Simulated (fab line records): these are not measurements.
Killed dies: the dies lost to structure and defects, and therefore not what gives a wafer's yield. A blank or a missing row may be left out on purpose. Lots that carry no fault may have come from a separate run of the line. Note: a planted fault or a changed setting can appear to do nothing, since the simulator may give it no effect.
Split-lot trial	flow rit cmos	23 wafers read from 5 lots, route of 202 steps

## ABOUT THE SPLIT
At RIT_NLDD_COAT_01 (resist thk 1000 nm), the setting spin rpm was moved away from the recipe's 3250 rpm on 4 of the 23 wafers read, by -4.6% to +3.4%. This setting was run at the recipe's value on the other wafers.

## FROM THE SPLIT TO THE READING: what the file shows between them, 3 steps
- RIT_NLDD_SOFTBAKE_02: time 60 s
- RIT_NLDD_EXPOSE_03: exposes mask M7, target cd 40700 nm
- RIT_NLDD_DEVELOP_05: develop time 50 s

## THE READING
NOVOLAK_of_NLDD_COAT_01.thk nm (the simulator's own value, which no gauge read), in nm, at RIT_NLDD_HARDBAKE_07 (time 60 s). The file gives no usual value for it. Average 883.7 nm, standard deviation 1.9 nm, over the 19 wafers here run with the recipe.

wafer	tool, chamber at the split	spin rpm as run, rpm	against the recipe	NOVOLAK_of_NLDD_COAT_01.thk nm, nm	against lot-mates on the recipe
L074.1	litho track-01, 0	3250	recipe	885.5	-
L074.2	litho track-01, 0	3250	recipe	885.2	-
L074.4	litho track-01, 0	3362	+3.4%	870.7	-14.5
L074.5	litho track-01, 0	3362	+3.4%	871	-14.2
L074.6	litho track-01, 0	3250	recipe	885	-
L075.1	litho track-03, 0	3250	recipe	883.6	-
L075.2	litho track-03, 0	3250	recipe	882.1	-
L075.5	litho track-03, 0	3250	recipe	881.9	-
L077.1	litho track-03, 0	3250	recipe	885.1	-
L077.2	litho track-03, 0	3250	recipe	879.3	-
L077.3	litho track-03, 0	3250	recipe	881.8	-
L077.4	litho track-03, 0	3250	recipe	883.2	-
L077.6	litho track-03, 0	3250	recipe	883.2	-
L084.1	litho track-03, 0	3100	-4.6%	909.4	+23.3
L084.2	litho track-03, 0	3250	recipe	887	-
L084.4	litho track-03, 0	3250	recipe	884.6	-
L084.5	litho track-03, 0	3250	recipe	886.8	-
L084.6	litho track-03, 0	3100	-4.6%	902.9	+16.8
L085.1	litho track-01, 0	3250	recipe	882.5	-
L085.2	litho track-01, 0	3250	recipe	884.7	-
L085.4	litho track-01, 0	3250	recipe	881.6	-
L085.5	litho track-01, 0	3250	recipe	885.1	-
L085.6	litho track-01, 0	3250	recipe	882.9	-

THE FIT
A straight line over all 23 wafers: NOVOLAK_of_NLDD_COAT_01.thk nm changes by -4.44 nm for each +1% of spin rpm; r = -0.96; the points scatter about the line by 2.2 nm.
The same after taking each lot's own level away (the mean of its wafers on the recipe; 23 wafers): -4.28 nm for each +1%; r = -0.98; scatter 1.6 nm.
According to that fit, moving spin rpm by its largest amount changes the reading by 20 nm.
From 882.52 to 886.13 nm: that is the span of the lots' own levels, equal to 1.9 times the standard deviation above.
Consequently the slope shifts little with the lot-to-lot level, the two slopes agreeing.
Check: for one of the wafers moved furthest among these (-4.6%), held out of the fit, the line's prediction against its lot-mates is +17.9 nm. Against them it came out at +23.3 nm.

## THE WHOLE CHAIN: every reading that the file lists as answering this split, in the file's order
step	what it does	reading	change (the file's fit)	r (the file's)
RIT_NLDD_COAT_01	resist thk 1000 nm	NOVOLAK_of_NLDD_COAT_01.thk nm (the simulator's own value, which no gauge read)	-4.88 nm for each +1% of the setting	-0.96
RIT_NLDD_HARDBAKE_07	time 60 s	NOVOLAK_of_NLDD_COAT_01.thk nm (the simulator's own value, which no gauge read)	-4.27 nm for each +1% of the setting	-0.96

## FILE'S OWN FIT
NOVOLAK_of_NLDD_COAT_01.thk nm changes by -4.27 nm for each +1% of spin rpm, r = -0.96.
